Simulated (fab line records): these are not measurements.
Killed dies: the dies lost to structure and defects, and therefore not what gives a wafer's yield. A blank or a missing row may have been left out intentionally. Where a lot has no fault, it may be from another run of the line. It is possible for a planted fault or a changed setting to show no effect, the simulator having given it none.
Matching of chambers -- flow berkeley cmos170 -- 4 sister chambers for UCB170_V2_ETCH_14 on rie diel-04
The step etches SiO2 in CHF3/CF4/Ar, stops on Al, target depth 1250 nm, time 291 s. 14 wafers are shown with their chamber, then 7 later ones without.

EACH WAFER AND ITS CHAMBER
wafer,chamber,drypump motor current A (A),throttle valve pct (%),oes product au (a.u.)
L927.1,1,5.91,7.02,0.861
L927.3,3,5.48,7.10,0.836
L927.5,3,5.44,7.11,0.850
L926.1,0,5.36,7.00,0.868
L926.4,2,5.89,7.07,0.868
L926.6,1,5.93,7.03,0.859
L929.4,3,5.44,7.11,0.844
L929.5,1,5.96,7.03,0.862
L929.6,0,5.35,7.00,0.877
L934.2,1,5.94,7.03,0.853
L934.5,1,5.95,7.04,0.861
L934.6,0,5.34,7.00,0.872
L940.1,1,5.93,7.03,0.854
L940.3,2,5.90,7.07,0.864

SIGNATURES (averages over the wafers above)
reading,chamber 0,chamber 1,chamber 2,chamber 3,scatter within a chamber
drypump motor current A,5.3500,5.9367,5.8950,5.4533,0.0169
throttle valve pct,7.0000,7.0300,7.0700,7.1067,0.00516
oes product au,0.87233,0.85833,0.86600,0.84333,0.00472
Rule: for a wafer and a chamber, the distance is found by dividing, reading by reading, the gap between the wafer's reading and the chamber's mean by the reading's scatter, squaring, summing and taking the root. The wafer belongs to the nearest chamber; if the next one is less than 2 further off, it can't be placed. The scatter: the root of (the sum of the squares of (reading less its chamber's mean) over the shown wafers, divided by (wafers less chambers)).

WAFERS WITH NO CHAMBER GIVEN
wafer,drypump motor current A (A),throttle valve pct (%),oes product au (a.u.)
L940.6,5.94,7.01,0.860
L943.1,5.34,7.02,0.874
L943.2,5.47,7.10,0.846
L943.6,5.94,7.02,0.858
L949.3,5.45,7.11,0.847
L949.5,5.90,7.08,0.853
L949.6,5.94,7.01,0.866

THE CHAMBER EACH PASSED THROUGH
wafer,from the rows above,in truth
L940.6,1,1
L943.1,0,0
L943.2,3,3
L943.6,1,1
L949.3,3,3
L949.5,2,2
L949.6,1,1
Placed correctly: 7 of 7. Not placeable from these rows: 0. Number placed wrongly: 0.
